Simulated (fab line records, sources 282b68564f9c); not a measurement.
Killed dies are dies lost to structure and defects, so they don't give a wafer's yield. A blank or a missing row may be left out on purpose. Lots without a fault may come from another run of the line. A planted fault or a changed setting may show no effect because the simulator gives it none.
One fault seen from 2 desks | flow rit_cmos | each desk has only its own numbers; what lay behind them comes last

THE TOOL OWNER'S DESK: implanter-04
The tool's own readings at RIT_NLDD_IMPLANT_08: means of the sampled wafers that have a number, for each lot that ran on this tool. A lot is out of limits, marked OUT, if its mean lies more than 4 standard deviations from the usual mean; the brackets give that distance.
Columns: A = dose_ions_cm2 at RIT_NLDD_IMPLANT_08, usual 5e+14; B = faraday_current_uA at RIT_NLDD_IMPLANT_08, usual 1571
lot  | first seen here | A                       | B
L993 | day 2 20:32     | 5e+14                   | 1582
L995 | day 3 10:07     | 5e+14                   | 1576
L999 | day 4 05:20     | 5e+14                   | 1585
L100 | day 4 16:16     | 5e+14                   | 1582
L101 | day 4 18:58     | 7e+14 (+99 or more) OUT | 2188 (+19) OUT
L103 | day 5 01:32     | 7e+14 (+99 or more) OUT | 2256 (+21) OUT
L116 | day 7 17:26     | 5e+14                   | 1568
This desk's finding: out of limits on L101, L103; first on L101, day 4 18:58 (dose_ions_cm2 at RIT_NLDD_IMPLANT_08). In limits: L993, L995, L999, L100, L116.

THE METROLOGY DESK
What the gauges read, lot by lot, whatever tool the lot ran on: means of the sampled wafers that have a number. A lot is out of limits, marked OUT, if its mean lies more than 4 standard deviations from the usual mean; the brackets give that distance.
Columns: A = NLDD_TW at RIT_NLDD_TW_MEAS_10, usual 2483; B = NLDD_RS at RIT_SDANNEAL_RS_MEAS_07, usual 151.6 ohm/sq
lot  | first seen here | A              | B
L993 | day 2 20:51     | 2487           | 150.9
L995 | day 3 10:25     | 2472           | 151.9
L999 | day 4 05:39     | 2495           | 151.6
L100 | day 4 16:35     | 2480           | 151.6
L101 | day 4 19:16     | 2719 (+15) OUT | 114.3 (-69) OUT
L103 | day 5 01:50     | 2703 (+14) OUT | 113.9 (-70) OUT
L104 | day 5 08:13     | 2489           | 151.5
L107 | day 5 21:17     | 2462           | 152.1
L110 | day 6 11:46     | 2487           | 150.9
L111 | day 6 15:16     | 2460           | 151.3
L112 | day 6 22:52     | 2481           | 152.3
L113 | day 7 04:10     | 2499           | 151.5
L114 | day 7 06:44     | 2492           | 152.2
L116 | day 7 17:46     | 2494           | 151.4
This desk's finding: out of limits on L101, L103; first on L101, day 4 19:16 (NLDD_TW at RIT_NLDD_TW_MEAS_10). In limits: L993, L995, L999, L100, L104, L107, L110, L111, L112, L113, L114, L116.

PUT TOGETHER
The tool owner's desk could have raised an alarm at day 4 18:58, on L101, L103.
The metrology desk could have raised an alarm at day 4 19:16, on L101, L103.
Of the lots named, all ran RIT_NLDD_IMPLANT_08 on implanter-04.

WHAT THE SIMULATOR HAD PUT IN
Process parameter drift: implanter-04, from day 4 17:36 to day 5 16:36, at RIT_NLDD_IMPLANT_08. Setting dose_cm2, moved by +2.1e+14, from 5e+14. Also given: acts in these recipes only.
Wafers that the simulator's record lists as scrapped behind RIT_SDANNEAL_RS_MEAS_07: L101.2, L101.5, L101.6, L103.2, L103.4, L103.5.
Lots struck among those shown: L101, L103.
Hours from the fault's start to each desk's first reading out of limits: the tool owner's desk, 1; the metrology desk, 2.
